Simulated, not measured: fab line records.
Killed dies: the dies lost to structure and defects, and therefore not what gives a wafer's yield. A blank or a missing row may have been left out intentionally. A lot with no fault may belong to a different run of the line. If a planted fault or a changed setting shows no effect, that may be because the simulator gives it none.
A single fault, viewed from 2 desks -- flow berkeley cmos170 -- each desk has only its own numbers; what lay behind them comes last

## AT THE METROLOGY DESK
What the gauges read, lot by lot, whatever tool the lot ran on: means of the sampled wafers that have a number. The brackets show how far a lot's mean lies from the usual mean; more than 4 standard deviations puts the lot out of limits, marked OUT.
Columns: A = GATE_POLY_THK at UCB170_GATE_THK_MEAS_05, usual 214.7 nm; B = cd nm at UCB170_GATE_CD_MEAS_12, usual 350.3 nm; C = GATE_OVL at UCB170_GATE_OVL_MEAS_13, usual 2 nm
lot,first seen here,A,B,C
L167,day 8 17:38,213.1,348.6,6
L178,day 10 01:40,214.8,349.1,6
L182,day 10 22:56,215.2,348.8,2
L183,day 10 23:01,214.9,351.0,7
L185,day 11 13:09,214.1,351.3,-0
L186,day 11 20:48,217.2,350.8,-6
This desk found nothing out of limits on any of the 6 lots.

## TOOL OWNER'S DESK, rie si-02
The tool's own readings at UCB170_GATE_ETCH_15 (etches poly-Si in HBr/Cl2, stops on SiO2, time 56.3 s, target depth 278.2 nm): means of the sampled wafers that have a number, for each lot that ran on this tool. The brackets show how far a lot's mean lies from the usual mean; more than 4 standard deviations puts the lot out of limits, marked OUT.
Columns: A = HBr_flow_sccm at UCB170_GATE_ETCH_15, usual 149.9 sccm; B = drypump motor current A at UCB170_GATE_ETCH_15, usual 5.7 A; C = oes product au at UCB170_GATE_ETCH_15, usual 0.832 a.u.; D = run length s at UCB170_GATE_ETCH_15, usual 84.7 s; E = throttle valve pct at UCB170_GATE_ETCH_15, usual 26.5 %
lot,first seen here,A,B,C,D,E
L167,day 8 19:43,150.0,5.3,0.820,84.3,26.6
L182,day 11 00:17,150.1,5.2,0.792,89.6 (+11) OUT,26.7
L185,day 11 15:29,149.7,5.7,0.764 (-4.2) OUT,95.4 (+24) OUT,26.9
This desk's finding: out of limits on L182, L185; first on L182, day 11 00:17 (run length s at UCB170_GATE_ETCH_15). L167: within limits.

## ALL TOGETHER
At day 11 00:17, on L182, L185, the tool owner's desk was in a position to raise an alarm.
The metrology desk saw nothing out of limits.
The metrology desk holds a record of L182, L185, inside its limits.
Of the lots named, all ran UCB170_GATE_ETCH_15 on rie si-02.

## WHAT THE SIMULATOR HAD PUT IN
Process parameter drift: rie si-02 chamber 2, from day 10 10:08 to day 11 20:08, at UCB170_GATE_ETCH_15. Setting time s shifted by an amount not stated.
Struck lots among those shown: L182, L185.
Delay in hours, fault start to first out-of-limits reading, by desk: the tool owner's desk at 14.
